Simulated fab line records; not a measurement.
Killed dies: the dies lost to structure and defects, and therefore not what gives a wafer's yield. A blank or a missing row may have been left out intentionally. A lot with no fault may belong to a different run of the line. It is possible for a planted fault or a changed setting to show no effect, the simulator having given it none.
A lot that was struck, set against a sound lot || flow berkeley_cmos170 || 13 out of 331 route steps
Sound: these wafers, L693.3, L693.4, L693.6. Wafers L685.3, L685.5, L685.6 were the ones struck. At the end, the cause is stated.
Per side, at each step with rows, come the tool, then ch with its chambers, and then its first start. Under that, the readings that differ: sound wafers || struck wafers || difference of the means || sigmas: that difference in standard deviations of wafers without a fault.
alike: readings whose means differ by less than 2 such deviations, and words and numbers that are the same on both sides. not compared: withheld readings, readings that some wafer has no value for, bounds like >300 that may hide the same value, and numbers for which the record gives no deviation and whose values overlap.
A row with sigmas, a row that says differs or no value, or rows on one side alone: a step with any of these is where the two part. When numbers do not overlap yet have no deviation, they are printed without sigmas and do not part them. Lack of a reading on every wafer of one side parts them only where that side has two or more wafers.

UCB170_START_BOW_MEAS_00:
  sound on film_metro-02, day 5 14:02; struck on film_metro-02, day 3 22:02
  alike: INCOMING_BOW
then, 2 steps without rows for these wafers: UCB170_START_CLEAN_01 (cleans in dHF, time 60 s); UCB170_START_OXIDATION_02 (target thk 20 nm, ox time 1800 s).
UCB170_START_THK_MEAS_03:
  sound on film_metro-01, day 5 16:21; struck on film_metro-01, day 4 04:36
{"reading": "START_OXIDE_THK (nm)", "sound": "22.4 22.5 22.2", "struck": "21.6 21.4 21.5", "difference": -0.9, "sigmas": -2}
then, 4 steps without rows for these wafers: UCB170_START_ANNEAL_04 (time 1200 s); UCB170_ZERO_HMDS_00 (prime time 60 s); UCB170_ZERO_COAT_01 (resist thk 900 nm); UCB170_ZERO_SOFTBAKE_02 (time 60 s).
UCB170_ZERO_EXPOSE_03: exposes mask PM MARKS, target cd 4000 nm.
  sound on krf_scanner-02 ch 0, day 5 23:04; struck on krf_scanner-01, day 4 13:13
  no value came back on the struck wafers for exposure_dose_mJ_cm2, focus_offset_nm (nm), reticle_temp_C (C); on the sound wafers exposure_dose_mJ_cm2 reads 30.014 29.994 30.003
  alike: mask
then, 2 steps without rows for these wafers: UCB170_ZERO_PEB_04; UCB170_ZERO_DEVELOP_05 (develop time 45 s).
UCB170_ZERO_ETCH_06: etches SiO2 in CHF3/CF4/Ar, time 12 s.
  sound on rie_diel-02 ch 0,2,3, day 5 23:26; struck on rie_diel-04 ch 1,2, day 4 13:46
{"reading": "drypump_motor_current_A (A)", "sound": "4.9 5.3 5.8", "struck": "6.5 6.1 6.5", "difference": "+1.0", "sigmas": "+2"}
{"reading": "oes_product_au (a.u.)", "sound": "0.635 0.624 0.616", "struck": "0.375 0.380 0.385", "difference": -0.245, "sigmas": -27}
  alike: throttle_valve_pct
  not compared: rf_hours_counter_h
UCB170_ZERO_STRIP_07: strips in O2.
  sound on plasma_asher-01 ch 0,1, day 5 23:29; struck on plasma_asher-01 ch 0,1, day 4 13:49
  alike: drypump_motor_current_A, o2_flow_sccm, oes_product_au, strip_time_to_endpoint_s
  not compared: rf_hours_counter_h

== WHERE THEY PART ==
Last at UCB170_ZERO_ETCH_06 as far as this record goes, first at UCB170_START_THK_MEAS_03. Later steps at which nothing parts them and some readings are alike: UCB170_ZERO_STRIP_07.

WHY: the cause the simulator had injected
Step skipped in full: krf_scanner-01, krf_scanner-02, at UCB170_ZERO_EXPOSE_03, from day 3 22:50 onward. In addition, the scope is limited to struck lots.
